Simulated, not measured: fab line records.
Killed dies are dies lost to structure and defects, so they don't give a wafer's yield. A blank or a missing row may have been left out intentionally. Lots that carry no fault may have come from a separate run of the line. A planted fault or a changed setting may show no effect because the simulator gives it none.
Comparing a struck lot with a sound one | flow rit-cmos | 34 out of 202 route steps
Sound: these wafers, L485.1, L485.4, L485.5. Wafers struck: L479.1, L479.2, L479.4. The cause is given at the end.
Order at every step that has rows: each side's tool, ch and its chambers, its first start. Under that, the readings that differ: sound wafers | struck wafers | difference of the means | sigmas: that difference in standard deviations of wafers without a fault.
alike: readings whose means differ by less than 2 such deviations, and words and numbers that are the same on both sides. not compared: withheld readings, readings that some wafer has no value for, bounds like >300 that may hide the same value, and numbers for which the record gives no deviation and whose values overlap.
A row with sigmas, a row that says differs or no value, or rows on one side alone: a step with any of these is where the two part. Numbers that have no deviation but don't overlap get no sigmas and don't part them. Lack of a reading on every wafer of one side parts them only where that side has two or more wafers.

first, 4 steps without rows for these wafers: RIT_ACTIVE_CLEAN_15 (cleans in SC1, time 600 s); RIT_ACTIVE_CLEAN_16 (cleans in dHF, time 30 s); RIT_ACTIVE_CLEAN_17 (cleans in SC2, time 600 s); RIT_FOX1_OXIDATION_00 (target thk 350.7 nm, ox time 1130 s).
RIT_FOX1_THK_MEAS_01:
  struck on film-metro-02, day 3 00:26; sound on film-metro-01, day 4 04:57
  reading             | sound       | struck      | difference | sigmas
  FOX1_OXIDE_THK (nm) | 353 343 345 | 366 361 369 | +18        | +3
then, 2 steps without rows for these wafers: RIT_FOX1_WET_ETCH_02 (etches SiO2 in BOE, target depth 350 nm, time 390 s); RIT_FOX2_OXIDATION_00 (target thk 350.7 nm, ox time 1130 s).
RIT_FOX2_THK_MEAS_01:
  struck on film-metro-01, day 3 01:56; sound on film-metro-04, day 4 06:47
  alike: FOX2_OXIDE_THK
then, 2 steps without rows for these wafers: RIT_FOX2_CLEAN_02 (cleans in dHF, time 180 s); RIT_FOX2_WET_ETCH_03 (etches Si3N4 in H3PO4, target depth 195 nm, time 2700 s).
RIT_FOX2_THK_MEAS_90:
  struck on film-metro-01, day 3 02:48; sound on film-metro-04, day 4 07:44
  alike: FIELD_OXIDE_LEFT_1_THK
then, 1 step without rows for these wafers: RIT_NWELL_HMDS_00 (prime time 60 s).
RIT_NWELL_COAT_01: resist thk 1321 nm.
  struck on litho-track-02, day 3 03:01; sound on litho-track-01 ch 0, day 4 07:56
  no value came back on the struck wafers for chill-plate-temp-C (C), dispense-pressure-kPa (kPa), resist-line-temp-C (C); on the sound wafers chill-plate-temp-C (C) reads 23.01 23.04 22.98
then, 4 steps without rows for these wafers: RIT_NWELL_SOFTBAKE_02 (time 60 s); RIT_NWELL_EXPOSE_03 (exposes mask M2, target cd 43900 nm); RIT_NWELL_PEB_04; RIT_NWELL_DEVELOP_05 (develop time 68 s).
RIT_NWELL_OVL_MEAS_06:
  struck on overlay-01, day 3 03:44; sound on overlay-01, day 4 08:57
  reading        | sound          | struck | difference                    | sigmas
  NWELL_OVL (nm) | -3.8 -2.1 -3.2 | - - -  | no value on the struck wafers |
then, 2 steps without rows for these wafers: RIT_NWELL_HARDBAKE_07 (time 120 s); RIT_NWELL_IMPLANT_08.
RIT_NWELL_STRIP_09: strips in O2, time 180 s.
  sound on plasma-asher-04 ch 1, day 4 09:23; struck on plasma-asher-04 ch 0,1, day 3 04:11
  alike: drypump-motor-current-A
  not compared: rf-hours-counter-h
RIT_NWELL_TW_MEAS_10:
  struck on film-metro-04, day 3 04:21; sound on film-metro-01, day 4 09:34
  alike: NWELL_TW
then, 6 steps without rows for these wafers: RIT_PWELL_HMDS_00 (prime time 60 s); RIT_PWELL_COAT_01 (resist thk 1300 nm); RIT_PWELL_SOFTBAKE_02 (time 60 s); RIT_PWELL_EXPOSE_03 (exposes mask M3, target cd 43700 nm); RIT_PWELL_PEB_04; RIT_PWELL_DEVELOP_05 (develop time 68 s).
RIT_PWELL_OVL_MEAS_06:
  struck on overlay-01, day 3 05:25; sound on overlay-01, day 4 10:31
  alike: PWELL_OVL
then, 2 steps without rows for these wafers: RIT_PWELL_HARDBAKE_07 (time 120 s); RIT_PWELL_IMPLANT_08.
RIT_PWELL_STRIP_09: strips in O2, time 180 s.
  sound on plasma-asher-04 ch 0,1, day 4 10:56; struck on plasma-asher-02 ch 0,1, day 3 05:52
  reading                     | sound       | struck      | difference | sigmas
  drypump-motor-current-A (A) | 5.4 4.9 4.9 | 5.8 5.7 5.8 | +0.7       | +2
  not compared: rf-hours-counter-h
RIT_PWELL_TW_MEAS_10:
  struck on film-metro-04, day 3 06:02; sound on film-metro-01, day 4 11:07
  reading  | sound       | struck         | difference | sigmas
  PWELL_TW | 938 938 938 | 2154 2153 2161 | +1218      | +99 or more
then, 1 step without rows for these wafers: RIT_WELLDRIVE_ANNEAL_00 (time 14700 s).

WHERE THEY PART
First at RIT_FOX1_THK_MEAS_01; last, within this record, at RIT_PWELL_TW_MEAS_10.

WHY: what had been put in by the simulator
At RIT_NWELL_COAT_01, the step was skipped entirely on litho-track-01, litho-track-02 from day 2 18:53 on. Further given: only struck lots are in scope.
